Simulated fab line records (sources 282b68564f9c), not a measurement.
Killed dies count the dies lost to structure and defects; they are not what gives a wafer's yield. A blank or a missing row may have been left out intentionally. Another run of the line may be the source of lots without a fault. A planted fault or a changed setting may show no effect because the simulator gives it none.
Matching of chambers -- flow ritCmos -- rieSi-02 running RIT_GATE_ETCH_19: 4 sister chambers
The step etches poly-Si in SF6/CHF3/O2, stops on SiO2, time 165 s, target depth 312.5 nm. 4 wafers are shown with their chamber, then 7 later ones without.

## EACH WAFER AND ITS CHAMBER
wafer,chamber,drypumpMotorCurrentA (A)
L919.3,2,6.0
L929.5,1,5.2
L931.2,3,6.0
L931.3,0,5.0

## WAFERS WITH NO CHAMBER GIVEN
wafer,drypumpMotorCurrentA (A)
L931.5,6.0
L933.1,6.0
L933.3,5.0
L933.5,5.9
L941.2,6.1
L941.3,5.0
L941.6,5.2

## THE CHAMBER EACH PASSED THROUGH
wafer,from the rows above,in truth
L931.5,can't be placed: 2 or 3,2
L933.1,can't be placed: 2 or 3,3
L933.3,0,0
L933.5,can't be placed: 2 or 3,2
L941.2,can't be placed: 2 or 3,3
L941.3,0,0
L941.6,1,1
3 of 7 placed correctly. Not placeable from these rows: 4 (in 4, the candidates include the true chamber). Wrongly placed: 0.
How it was worked out, from the rows above alone: a wafer's distance from a chamber is the root of the sum, over the readings, of the square of ((its reading less the chamber's mean) divided by the reading's scatter). If the next closest chamber is less than 2 further off than the closest, the wafer can't be placed; otherwise it belongs to the closest. The mean given for a chamber averages the wafers shown for that chamber. The scatter: with one shown wafer a chamber, the root of the mean of the squares of how far each hidden wafer lies from its nearest shown one.
